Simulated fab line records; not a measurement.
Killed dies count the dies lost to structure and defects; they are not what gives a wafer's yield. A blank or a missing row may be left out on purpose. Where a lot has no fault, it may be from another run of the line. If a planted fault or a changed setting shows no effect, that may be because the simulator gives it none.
Problem report, 8D (eight disciplines) form, completed by code / flow rit_cmos / the parts of the form that need people (team, actions taken, sign-off) are left out

1. THE PROBLEM
PSD_RS at RIT_SDANNEAL_RS_MEAS_04 reads a mean of 144.25 ohm/sq on 9 wafers of 3 lots; wafers without a fault read 115.88 ohm/sq with a standard deviation of 0.29. Measured from the usual mean, that is +98 standard deviations.
The step: measures by four-point-probe.
Seen first at day 6 15:08 on film_metro-01, wafer L217.1. At this step, 45 wafers from 15 lots have a number in the record. By rule, "out" or "out of limits" means more than 4 standard deviations away from the usual mean. Any other wafer with a number is counted as sound.

2. WHAT IT IS AND WHAT IT IS NOT
question=which readings at this step | is=PSD_RS | is not=-
question=which lots | is=L217, L219, L221 | is not=L200, L201, L202, L203, L204, L205, L207, L208, L209, L216, L218, L222
question=which wafers of those lots | is=all that have a number | is not=-
question=read on which gauges | is=film_metro-01, film_metro-02, film_metro-03 | is not=-
question=when | is=from day 6 15:08 | is not=up to then (30 sound wafers); but 6 sound wafers of L218, L222 came after

3. WHAT RULES OUT EACH SUSPECT
Counting: any tool at a process step up to the reading is kept as a suspect provided that every lot that is out went through it and no sound lot did after the first of them.
- the gauge at RIT_SDANNEAL_RS_MEAS_04 has been ruled out. Those wafers that are out were read across 3 gauges (film_metro-01, film_metro-02, film_metro-03).
- rtp_anneal-02 at RIT_SDANNEAL_RTA_03 (time 5 s): kept. It ran every lot that is out, first L217 (day 6 15:04), and no sound lot after that; its last sound lot up to then is L208 (day 4 18:16). On those wafers its own readings are out: wafer_temp_C_max.
Remaining after the count: rtp_anneal-02 at RIT_SDANNEAL_RTA_03.

4. THE CAUSE (what the simulator had put in)
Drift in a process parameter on rtp_anneal-02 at RIT_SDANNEAL_RTA_03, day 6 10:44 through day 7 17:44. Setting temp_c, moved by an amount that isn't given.
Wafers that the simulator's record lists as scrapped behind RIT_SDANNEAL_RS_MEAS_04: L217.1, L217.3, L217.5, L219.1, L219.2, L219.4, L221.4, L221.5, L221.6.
The count eliminated every tool but this one.

5. THE CHAIN OF EFFECTS, in route order
Rows list readings where the struck wafers' mean (over those with a number) sits beyond 3 standard deviations from the usual. Only readings whose record carries a usual standard deviation are examined. hours: median over the lots of the time between each lot's start at the first step of this table that gives one and its start at this step. sigmas: the change, counted in usual standard deviations.
hours=0; step=RIT_SDANNEAL_RTA_03; reading=wafer_temp_C_max; usual=1053.5; on struck wafers=1013.9; change=-39.6; sigmas=-36
hours=0; step=RIT_SDANNEAL_RS_MEAS_04; reading=PSD_RS; usual=115.88 ohm/sq; on struck wafers=144.25; change=+28.37; sigmas=+98
Its process steps:
- RIT_SDANNEAL_RTA_03: time 5 s.

6. WHAT WOULD HAVE CAUGHT IT SOONER
The first out-of-limits reading at a measuring or inspecting step in this record came at day 6 15:08, 4 hours after the fault's start at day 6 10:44.
Tool's own readings at RIT_SDANNEAL_RTA_03, wafer_temp_C_max: out on all struck wafers the step has rows for; an alarm limit on them would have tripped on the first.
Lots out: 3; of these, L219, L221 started RIT_SDANNEAL_RTA_03 on rtp_anneal-02 after day 6 15:08. A hold on the tool at that time would have spared those 2.
